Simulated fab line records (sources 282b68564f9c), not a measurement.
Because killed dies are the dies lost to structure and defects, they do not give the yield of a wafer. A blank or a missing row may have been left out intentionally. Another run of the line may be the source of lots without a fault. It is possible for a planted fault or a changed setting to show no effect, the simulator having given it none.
fab line records	flow rit_cmos
[record] lots = 5	wafers = 15	last_day = 6
route steps=202 shown M1@194
lots with no fault: from the same line, run without faults
start_h: hours from the record's first day to the start of the lot's first wafer shown	wait_h: hours from the lot's prior step to this one	" same as the row above	L1.1+2: a row that stands for several wafers	- either no value or no given start	* or withheld: withheld	< > ~ a bound
route shown NAME@n: a module of which the file shows steps, and the number in the route of the first	usual: mean/standard deviation taken from wafers without a fault	same: alike in all rows	chamber/n: place in a boat	sites: the reading at each site	_std_site: standard deviation across them	_edge_site: inner sites' mean taken away from outer sites' mean	radius_mm: how far each site lies from the wafer's centre	mask NAME#n: copy n	behind: the last tool/chamber to shape the wafer	hold: reason for holding the lot/hours on hold/outcome of the hold	device: the n, p or np transistor that did not switch	end of line: the route-end tests of the same wafers	a step given without rows: its recipe and nothing more	killed: the dies lost at the first sort to structure and to defects; this is not the yield of the wafer	map: the dies of a wafer, with x for killed, . for not killed, _ for no die there
set.NAME: the setting that was run; set.NAME@STEP: the one run at that earlier step	model.NAME: the simulator's own value behind a step, which no gauge read
lots seen at some steps along the route; tables by step, rows by wafer
services: the hour from which a tool's chamber was out of use, counted from the record's first day as start_h (under 0 if before that day), plus the number of hours and why
[[steps]]
[step RIT_M1_OVL_MEAS_10]
[usual] M1_OVL = -1.1/1.4
lot.wafer	tool	chamber	start_h	wait_h	M1_OVL[nm]
L085.1	overlay-02	-	111.88	0.1	-0.4
L085.4	"	-	"	"	-0.5
L085.6	"	-	"	"	-0.1
L087.1	overlay-02	-	123.03	0.1	-0.8
L087.2	"	-	"	"	1.8
L087.3	"	-	"	"	-0.1
L088.1	overlay-02	-	129.35	0.1	0.6
L088.2	"	-	"	"	0.6
L088.3	"	-	"	"	-0.5
L090.2	overlay-01	-	138.19	0.1	-1.8
L090.3	"	-	"	"	-0.4
L090.5	"	-	"	"	-1.6
L091.3	overlay-02	-	141.39	0.1	-0.4
L091.4	"	-	"	"	0.3
L091.6	"	-	"	"	-3.1
[step RIT_M1_HARDBAKE_11]
[recipe] resist = NOVOLAK	temp_c = 140	time_s = 120
lot.wafer	tool	chamber	start_h	wait_h
L085.1+4+6	litho_track-01	0	111.91	0.0
L087.1+2+3	litho_track-02	0	123.07	0.0
L088.1+2+3	litho_track-04	0	129.39	0.0
L090.2+3+5	litho_track-01	0	138.26	0.1
L091.3+4+6	litho_track-02	0	141.50	0.1
[step RIT_M1_METAL_ETCH_12]
[recipe] stop_on = SiO2	chemistry = Cl2/BCl3	target = Al	time_s = 165	over_etch_frac = 0.5	pressure_mtorr = 100	target_depth_a = 6000	rf_w = 250	Cl2_flow_sccm = 60	bcl3_flow_sccm = 50
[usual] bcl3_flow_sccm = 49.99/0.15	drypump_motor_current_A = 5.9/0.57	oes_product_au = 0.787/0.01	throttle_valve_pct = 8.33/0.088
lot.wafer	tool	chamber	start_h	wait_h	bcl3_flow_sccm	drypump_motor_current_A	oes_product_au	rf_hours_counter_h	throttle_valve_pct
L085.1	rie_metal-02	1	112.16	0.2	49.98	5.7	0.793	4	8.26
L085.4	"	1	"	"	50.04	5.7	0.790	-	8.25
L085.6	"	1	"	"	50.06	5.7	0.795	-	8.25
L087.1	rie_metal-04	1	123.32	0.2	49.86	6.5	0.782	5	8.32
L087.2	"	0	"	"	49.69	6.0	0.775	5	8.52
L087.3	"	0	"	"	49.85	6.0	0.777	-	8.49
L088.1	rie_metal-02	1	129.64	0.2	49.87	5.7	0.792	4	8.26
L088.2	"	1	"	"	50.12	5.7	0.790	-	8.26
L088.3	"	1	"	"	50.01	5.7	0.799	-	8.25
L090.2	rie_metal-04	1	138.47	0.2	49.83	6.5	0.782	5	8.32
L090.3	"	1	"	"	49.95	6.5	0.787	-	8.32
L090.5	"	0	"	"	49.64	6.0	0.790	-	8.51
L091.3	rie_metal-02	1	141.77	0.2	50.13	5.7	0.793	-	8.26
L091.4	"	1	"	"	50.12	5.7	0.798	-	8.25
L091.6	"	1	"	"	50.16	5.7	0.806	-	8.25
[step RIT_M1_STRIP_13]
[recipe] chemistry = nmp	resist = NOVOLAK	temp_c = 80	time_s = 600	dry = n2_spin
lot.wafer	tool	chamber	start_h	wait_h
L085.1+4+6	wet_bench-02	0	112.49	0.3
L087.1+2+3	wet_bench-03	1	123.48	0.1
L088.1+2+3	wet_bench-02	0	129.96	0.3
L090.2+3+5	wet_bench-04	2	138.63	0.1
L091.3+4+6	wet_bench-03	0	141.99	0.2
[step RIT_M1_STRIP_14]
[recipe] chemistry = O2	time_s = 180	platen_temp_c = withheld	power_w = 500	pressure_mtorr = 4000	o2_flow_sccm = 4000
[usual] drypump_motor_current_A = 5.5/0.44
lot.wafer	tool	chamber	start_h	wait_h	drypump_motor_current_A	rf_hours_counter_h
L085.1	plasma_asher-01	0	112.66	0.0	6.1	51
L085.4	"	0	"	"	6.1	-
L085.6	"	1	"	"	5.1	-
L087.1	plasma_asher-04	1	123.66	0.0	6.1	48
L087.2	"	0	"	"	5.3	48
L087.3	"	0	"	"	5.3	-
L088.1	plasma_asher-04	0	130.15	0.0	5.3	49
L088.2	"	1	"	"	6.0	49
L088.3	"	1	"	"	6.0	-
L090.2	plasma_asher-01	1	138.82	0.0	5.1	54
L090.3	"	0	"	"	6.1	-
L090.5	"	0	"	"	6.1	-
L091.3	plasma_asher-01	1	142.22	0.1	5.1	-
L091.4	"	0	"	"	6.1	-
L091.6	"	1	"	"	5.1	-
[step RIT_M1_CD_MEAS_90]
[recipe] target_cd_nm = 2600
[usual] cd_nm = 2601.5/2.9
lot.wafer	tool	chamber	start_h	wait_h	cd_nm
L085.1	cd_sem-01	-	112.84	0.1	2602.6
L085.4	"	-	"	"	2601.6
L085.6	"	-	"	"	2603.9
L087.1	cd_sem-01	-	123.83	0.1	2599.1
L087.2	"	-	"	"	2600.0
L087.3	"	-	"	"	2598.1
L088.1	cd_sem-02	-	130.33	0.1	2609.0
L088.2	"	-	"	"	2609.9
L088.3	"	-	"	"	2608.0
L090.2	cd_sem-02	-	139.01	0.1	2601.6
L090.3	"	-	"	"	2600.3
L090.5	"	-	"	"	2601.7
L091.3	cd_sem-01	-	142.38	0.1	2603.2
L091.4	"	-	"	"	2603.0
L091.6	"	-	"	"	2604.3
[step RIT_M1_ANNEAL_15]
[recipe] temp_c = 450	time_s = 1800	ambient = forming_gas_H2N2
lot.wafer	tool	chamber	start_h	wait_h
L085.1+4+6	furnace-02	0	112.96	0.1
L087.1+2+3	furnace-02	0	123.95	0.1
L088.1+2+3	furnace-02	0	130.45	0.1
L090.2+3+5	furnace-02	0	139.11	0.1
L091.3+4+6	furnace-02	0	142.46	0.1
[step RIT_M1_BOW_MEAS_16]
[recipe] mode = bow
[usual] M1_BOW = 17/6.1
lot.wafer	tool	chamber	start_h	wait_h	M1_BOW[um]
L085.1	film_metro-01	-	114.46	0.0	22
L085.4	"	-	"	"	11
L085.6	"	-	"	"	20
L087.1	film_metro-02	-	125.45	0.0	19
L087.2	"	-	"	"	20
L087.3	"	-	"	"	5
L088.1	film_metro-01	-	131.95	0.0	19
L088.2	"	-	"	"	16
L088.3	"	-	"	"	24
L090.2	film_metro-02	-	140.63	0.0	17
L090.3	"	-	"	"	21
L090.5	"	-	"	"	16
L091.3	film_metro-04	-	144.00	0.0	29
L091.4	"	-	"	"	12
L091.6	"	-	"	"	3
[step RIT_M1_PROBE_99]
[usual] defect_limited_yield = 97.4/1.2	killed_at_contacts = 0.1/0.32	killed_at_front_end = 7/3	killed_dies = 7/3.1	killed_open = 3.3/1.8	killed_short = 3.6/2	sort_bin_3_pad_short = 0.1/0.22	sort_bin_5_function = 1.4/0.84	sort_bin_6_memory = 1.0/0.67	sort_n_pass = 257/3.1	sort_yield_pct = 97.4/1.2
[same] gross_dies = 264	killed_at_M0_to_M3 = 0	killed_at_M4_up = 0	killed_at_back_side = 0	killed_at_other = 0
lot.wafer	tool	chamber	start_h	wait_h	defect_limited_yield[%]	killed_at_contacts	killed_at_front_end	killed_dies	killed_open	killed_short	sort_bin_3_pad_short[%]	sort_bin_5_function[%]	sort_bin_6_memory[%]	sort_n_pass	sort_yield_pct[%]
L085.1	prober-02	-	114.58	0.1	95.8	0	11	11	6	5	0	3.0	1.1	253	95.8
L085.4	prober-02	-	114.73	0.2	99.2	0	2	2	2	0	0	0.4	0.4	262	99.2
L085.6	prober-02	-	114.83	0.2	97.7	0	6	6	1	5	0.8	1.1	0.4	258	97.7
L087.1	prober-02	-	125.57	0.1	97.3	0	7	7	1	6	0.8	0.8	1.1	257	97.3
L087.2	prober-02	-	125.62	0.1	98.5	0	4	4	1	3	0	0.4	1.1	260	98.5
L087.3	prober-02	-	125.67	0.2	98.5	0	4	4	2	2	0.4	0.4	0.8	260	98.5
L088.1	prober-01	-	132.07	0.1	98.5	0	4	4	1	3	0	0.4	1.1	260	98.5
L088.2	prober-01	-	132.12	0.1	96.2	0	10	10	7	3	0	2.7	1.1	254	96.2
L088.3	prober-01	-	132.17	0.2	98.5	0	4	4	1	3	0	1.1	0.4	260	98.5
L090.2	prober-01	-	140.78	0.1	98.1	0	5	5	2	3	0	1.5	0.4	259	98.1
L090.3	prober-01	-	140.83	0.2	97.7	0	6	6	3	3	0.4	1.1	0.8	258	97.7
L090.5	prober-01	-	140.93	0.2	97.0	0	8	8	3	5	0	1.9	1.1	256	97.0
L091.3	prober-02	-	144.18	0.2	99.2	0	2	2	0	2	0	0.4	0.4	262	99.2
L091.4	prober-02	-	144.23	0.2	96.6	0	9	9	5	4	0	2.3	1.1	255	96.6
L091.6	prober-02	-	144.33	0.2	94.7	1	13	14	6	8	0	3.8	1.5	250	94.7
// killed by level:class
L085.1 REOX:geometric_particle:open=2 SILICIDE:geometric_particle:open=2 FOX1:geometric_particle:open=1 FOX1:geometric_particle:short=1 GATE:geometric_particle:short=1 REOX:geometric_particle:short=1 SPACER:geometric_particle:short=1 SPACER:geometric_particle:open=1
L085.4 FOX1:geometric_particle:open=1 SPACER:geometric_particle:open=1
L085.6 GATE:geometric_particle:short=2 FOX1:geometric_particle:open=1 REOX:geometric_particle:short=1 SPACER:geometric_particle:short=1 SILICIDE:geometric_particle:short=1
L087.1 FOX1:geometric_particle:short=3 FOX2:geometric_particle:short=1 GATE:geometric_particle:short=1 SPACER:geometric_particle:short=1 SILICIDE:geometric_particle:open=1
L087.2 FOX1:geometric_particle:short=2 SILICIDE:geometric_particle:open=1 SILICIDE:geometric_particle:short=1
L087.3 GATE:geometric_particle:short=1 GATE:geometric_particle:open=1 SILICIDE:geometric_particle:open=1 SILICIDE:geometric_particle:short=1
L088.1 GATE:geometric_particle:short=2 GATE:geometric_particle:open=1 REOX:geometric_particle:short=1
L088.2 GATE:geometric_particle:open=4 FOX2:geometric_particle:short=2 SPACER:geometric_particle:open=2 FOX1:geometric_particle:short=1 SILICIDE:geometric_particle:open=1
L088.3 FOX1:geometric_particle:short=1 FOX2:geometric_particle:short=1 SPACER:geometric_particle:short=1 SILICIDE:geometric_particle:open=1
L090.2 SPACER:geometric_particle:short=2 GATE:geometric_particle:open=1 SILICIDE:geometric_particle:short=1 SILICIDE:geometric_particle:open=1
L090.3 GATE:geometric_particle:short=3 FOX1:geometric_particle:open=1 GATE:geometric_particle:open=1 REOX:geometric_particle:open=1
L090.5 GATE:geometric_particle:short=4 SPACER:geometric_particle:open=2 FOX2:geometric_particle:short=1 REOX:geometric_particle:open=1
L091.3 SPACER:geometric_particle:short=1 SILICIDE:geometric_particle:short=1
L091.4 SILICIDE:geometric_particle:short=3 SILICIDE:geometric_particle:open=3 FOX1:geometric_particle:open=1 FOX1:geometric_particle:short=1 REOX:geometric_particle:open=1
L091.6 GATE:geometric_particle:open=4 GATE:geometric_particle:short=4 FOX1:geometric_particle:short=1 REOX:geometric_particle:short=1 REOX:geometric_particle:open=1 SILICIDE:geometric_particle:open=1 SILICIDE:geometric_particle:short=1 CONTACT:geometric_particle:short=1
[[services]]
tool	chamber	start_h	hours	kind
wet_bench-04	-	112.44	2.1	repair
[[key]]
fault none
